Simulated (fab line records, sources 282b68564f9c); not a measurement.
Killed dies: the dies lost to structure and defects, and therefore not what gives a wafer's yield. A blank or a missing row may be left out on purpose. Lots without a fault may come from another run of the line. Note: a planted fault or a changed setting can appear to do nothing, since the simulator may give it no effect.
Comparing a struck lot with a sound one :: flow rit cmos :: 15 out of 202 route steps
Sound: the wafers L904.2, L904.4, L904.6. Wafers L894.1, L894.2, L894.6 were the ones struck. Last of all comes the cause.
Order at every step that has rows: each side's tool, ch and its chambers, its first start. Under that, the readings that differ: sound wafers :: struck wafers :: difference of the means :: sigmas: that difference in standard deviations of wafers without a fault.
alike: readings whose means differ by less than 2 such deviations, and words and numbers that are the same on both sides. not compared: withheld readings, readings that some wafer has no value for, bounds like >300 that may hide the same value, and numbers for which the record gives no deviation and whose values overlap.
A row with sigmas, a row that says differs or no value, or rows on one side alone: a step with any of these is where the two part. Non-overlapping numbers with no deviation appear without sigmas and do not part them. A reading missing from all wafers of one side parts the sides only when that side holds two or more wafers.

first, 6 steps without rows for these wafers: RIT_CONTACT_HMDS_02 (prime time 60 s); RIT_CONTACT_COAT_03 (resist thk 1000 nm); RIT_CONTACT_SOFTBAKE_04 (time 60 s); RIT_CONTACT_EXPOSE_05 (exposes mask M11, target cd 1000 nm); RIT_CONTACT_PEB_06; RIT_CONTACT_DEVELOP_07 (develop time 120 s).
RIT_CONTACT_CD_MEAS_08: the cd target is 1000 nm.
  sound on cd sem-01, day 6 23:22; struck on cd sem-02, day 4 08:59
  alike: cd nm
RIT_CONTACT_OVL_MEAS_09:
  sound on overlay-01, day 6 23:28; struck on overlay-01, day 4 09:06
  alike: CONTACT_OVL
then, 1 step without rows for these wafers: RIT_CONTACT_HARDBAKE_10 (time 60 s).
RIT_CONTACT_ETCH_11: etches SiO2 in CHF3/CF4/Ar, stops on TiSi2, target depth 480 nm, time 310.5 s.
  sound on rie diel-03 ch 0,3, day 6 23:47; struck on rie diel-01 ch 1,3, day 4 09:24
  alike: drypump motor current A, oes product au, throttle valve pct
  not compared: rf hours counter h
RIT_CONTACT_STRIP_12: strips in O2, time 180 s.
  sound on plasma asher-02 ch 0,1, day 6 23:58; struck on plasma asher-01 ch 0,1, day 4 09:36
  alike: drypump motor current A
  not compared: rf hours counter h
RIT_CONTACT_CD_MEAS_90: the cd target is 1000 nm.
  sound on cd sem-02, day 7 00:10; struck on cd sem-02, day 4 09:46
  alike: cd nm
RIT_CONTACT_CLEAN_13: cleans in SC1, time 600 s.
  sound on wet bench-01 ch 1, day 7 00:16; struck on wet bench-04 ch 3, day 4 09:53
  no value came back on the struck wafers for bath guard temp C (C), bath heat duty pct (%); on the sound wafers bath guard temp C (C) reads 74.5 74.5 74.7
then, 1 step without rows for these wafers: RIT_CONTACT_CLEAN_14 (cleans in SC2, time 600 s).
RIT_M1_PROBE_99:
  rows exist in the record for the sound wafers here (prober-02, day 7 04:44), none for the struck ones

WHERE THEY PART
Earliest at RIT_CONTACT_CLEAN_13; latest, in this record, at RIT_M1_PROBE_99.

WHY: the cause the simulator had injected
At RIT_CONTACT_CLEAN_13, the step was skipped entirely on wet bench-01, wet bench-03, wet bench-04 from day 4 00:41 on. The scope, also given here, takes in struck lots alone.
